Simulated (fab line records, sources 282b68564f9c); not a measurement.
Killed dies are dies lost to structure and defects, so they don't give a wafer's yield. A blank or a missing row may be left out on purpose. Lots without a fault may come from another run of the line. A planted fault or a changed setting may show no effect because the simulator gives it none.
Problem report in the 8D (eight disciplines) form, filled by code | flow rit_cmos | the parts of the form that need people (team, actions taken, sign-off) are left out

1. THE PROBLEM
killed_at_front_end at RIT_M1_PROBE_99 reads a mean of 264 on 6 wafers of 2 lots; wafers without a fault read 7 with a standard deviation of 3.1. That is +83 standard deviations from the usual mean.
First seen on wafer L151.1, day 5 09:47, on prober-01. The record holds 6 wafers of 2 lots with a number at this step. Rule for "out", or "out of limits": more than 4 standard deviations from the usual mean. The other wafers with a number count as sound.

2. WHAT IT IS AND WHAT IT IS NOT
question                    | is                                              | is not
which readings at this step | killed_at_front_end, killed_dies, killed_on_rim | killed_open, killed_short
which lots                  | L151, L155                                      | -
which wafers of those lots  | all that have a number                          | -
read on which tools         | prober-01                                       | -
when                        | from day 5 09:47                                | up to then (0 sound wafers)

3. SUSPECTS, AND WHAT RULES EACH OUT
Counting: a tool at a process step up to the reading stays a suspect if it ran every lot that is out and no sound lot after the first of them.
- iline_stepper-01 at RIT_PLDD_EXPOSE_03 (exposes mask M8, target cd 40900 nm): kept. It ran every lot that is out, first L151 (day 4 19:20), and no sound lot after that.
- prober-01 at RIT_M1_PROBE_99: kept. It ran every lot that is out, first L151 (day 5 09:47), and no sound lot after that. Its own readings are out on those wafers: killed_at_front_end, killed_dies, killed_on_rim.
Left after counting: iline_stepper-01 at RIT_PLDD_EXPOSE_03, prober-01 at RIT_M1_PROBE_99.

4. THE CAUSE (what the simulator had put in)
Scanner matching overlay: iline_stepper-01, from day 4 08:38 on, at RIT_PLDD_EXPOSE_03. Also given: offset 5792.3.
Counting left 2 suspects, and this tool is among them.

5. THE CHAIN OF EFFECTS, in route order
Each row: a reading whose mean over the struck wafers that have a number lies more than 3 standard deviations from the usual. Only readings for which the record gives a usual standard deviation are gone through. hours: the time from each lot's start at the first step in this table that gives one to its start at this step, as a median over the lots. sigmas: the change in usual standard deviations.
hours | step            | reading             | usual | on struck wafers | change | sigmas
0     | RIT_M1_PROBE_99 | killed_at_front_end | 7     | 264              | +257   | +83
0     | RIT_M1_PROBE_99 | killed_dies         | 7     | 264              | +257   | +83
0     | RIT_M1_PROBE_99 | killed_on_rim       | 1.9   | 70.0             | +68.1  | +52
The process steps in it:
- RIT_M1_PROBE_99
Readings that are blank on the struck wafers while sound wafers have them: PLDD_OVL at RIT_PLDD_OVL_MEAS_06.

6. WHAT WOULD HAVE CAUGHT IT SOONER
In this record the first reading out of limits was taken at day 5 09:47, 25 hours after the fault began at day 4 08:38.
Between RIT_PLDD_EXPOSE_03 and RIT_M1_PROBE_99, RIT_PLDD_OVL_MEAS_06 gave no PLDD_OVL on the struck wafers, where sound wafers have one: a measuring or inspecting step that comes back empty is itself a sign.
Of the lots that are out (2), L155 began RIT_PLDD_EXPOSE_03 on iline_stepper-01 after day 5 09:47. A hold on the tool at that time would have spared it.
